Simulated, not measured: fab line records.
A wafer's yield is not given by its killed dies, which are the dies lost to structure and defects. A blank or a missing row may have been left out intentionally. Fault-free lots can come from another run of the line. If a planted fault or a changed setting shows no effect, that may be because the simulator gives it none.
Which of the tools did it? | flow rit cmos | Sampling: 14 lots, 42 wafers, 2 of 202 route steps

WHAT THE GAUGES READ, wafer by wafer
RIT_NRETRO_TW_MEAS_10. Usual: NRETRO_TW typically reads 1059, with standard deviation 6.2.
lot  | measured    | on            | NRETRO_TW         | flag
L213 | day 2 07:56 | film metro-03 | 1067 1054 1061    |
L215 | day 2 18:25 | film metro-01 | 1058 1057 1053    |
L216 | day 2 23:24 | film metro-03 | 1059 1064 1055    |
L217 | day 3 04:55 | film metro-03 | 1058 1062 1064    |
L219 | day 3 14:07 | film metro-02 | 1060 1059 1061    |
L220 | day 3 19:25 | film metro-03 | 1054 1048 1055    |
L221 | day 4 04:00 | film metro-03 | 1068 1069 1067    |
L222 | day 4 08:25 | film metro-03 | 1070 1063 1065    |
L223 | day 4 11:50 | film metro-01 | 1049 1049 1050    |
L225 | day 4 22:28 | film metro-03 | 1062 1065 1062    |
L227 | day 5 12:53 | film metro-02 | 1064 1067 1059    |
L228 | day 5 16:02 | film metro-03 | 1058 1057 1058    |
L234 | day 7 02:50 | film metro-03 | 30 30 30 30 30 30 | OFF
L235 | day 7 16:12 | film metro-03 | 30 30 30 30 30 30 | OFF

TOOL THAT RAN EACH LOT (tool first, then ch and the chambers of the sampled wafers, then the start)
lot  | RIT_PWELL_STRIP_09
L213 | plasma asher-04 ch 0,1, day 2 00:49
L215 | plasma asher-02 ch 0,1, day 2 11:14
L216 | plasma asher-02 ch 0,1, day 2 15:29
L217 | plasma asher-03 ch 0,1, day 2 19:31
L219 | plasma asher-02 ch 0,1, day 3 06:28
L220 | plasma asher-03 ch 0,1, day 3 11:17
L221 | plasma asher-02 ch 0,1, day 3 20:35
L222 | plasma asher-02 ch 0,1, day 3 23:28
L223 | plasma asher-02 ch 0,1, day 4 04:05
L225 | plasma asher-02 ch 0,1, day 4 13:05
L227 | plasma asher-04 ch 0,1, day 5 05:07
L228 | plasma asher-03 ch 0,1, day 5 07:05
L234 | plasma asher-03 ch 0,1, day 6 16:24
L235 | plasma asher-03 ch 0,1, day 7 06:17
- RIT_PWELL_STRIP_09: strips in O2, time 180 s.

AS READ BY THE TOOLS THEMSELVES (means over the sampled wafers that have a number; for cases with no such wafer, the mark the record gives instead)
RIT_PWELL_STRIP_09. Usual: chamber pressure mTorr 4000 mTorr, standard deviation 4.3; drypump motor current A 5.9 A, standard deviation 0.55.
lot  | tool            | chamber pressure mTorr (mTorr) | drypump motor current A (A) | flag
L213 | plasma asher-04 | 4001                           | 5.6                         |
L215 | plasma asher-02 | 3999                           | 6.2                         |
L216 | plasma asher-02 | 4003                           | 5.9                         |
L217 | plasma asher-03 | 4000                           | 5.4                         |
L219 | plasma asher-02 | 3996                           | 6.2                         |
L220 | plasma asher-03 | 4000                           | 5.8                         |
L221 | plasma asher-02 | 4004                           | 6.2                         |
L222 | plasma asher-02 | 4001                           | 5.9                         |
L223 | plasma asher-02 | 3999                           | 6.2                         |
L225 | plasma asher-02 | 4002                           | 5.9                         |
L227 | plasma asher-04 | 3999                           | 5.6                         |
L228 | plasma asher-03 | 4005                           | 5.9                         |
L234 | plasma asher-03 | -                              | -                           | OFF
L235 | plasma asher-03 | -                              | -                           | OFF

THE ANSWER, worked out from the rows above alone
Rule: a lot is off if the mean of its wafers that have a number lies more than 3 standard deviations from the usual mean. A lot without any number at a reading at which 4 lots or more have one is off too. All remaining lots with rows at the step are treated as sound. First the gauges in route order, then the tools' own readings, where a lot's mean is used as printed above. At the first step where some lot is off, the reading lying furthest off is the one used; lots without a number count as furthest.
Off: L234, L235, at RIT_NRETRO_TW_MEAS_10 (NRETRO_TW).
A tool fits if, at a process step before that reading, it ran every lot that is off, and no sound lot after the first of them. The gauges at RIT_NRETRO_TW_MEAS_10 aren't tried: what is off there is off at RIT_PWELL_STRIP_09 too, on other tools, and a gauge's error can't cause that. One fits: plasma asher-03 at RIT_PWELL_STRIP_09. Its last sound lot is L228 (day 5 07:05), its first lot that is off L234 (day 6 16:24): a fault that began between those two fits.
Blank at RIT_PWELL_STRIP_09 on the lots that are off, where sound lots have numbers: chamber pressure mTorr, drypump motor current A.

WHAT THE SIMULATOR HAD PUT IN
Whole step skipped at RIT_PWELL_STRIP_09 on plasma asher-03, starting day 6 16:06. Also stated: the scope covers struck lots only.
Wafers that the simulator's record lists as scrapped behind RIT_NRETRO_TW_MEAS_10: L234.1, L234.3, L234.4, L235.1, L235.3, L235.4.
Shown lots that were struck: L234, L235. The rule above reached the same finding.
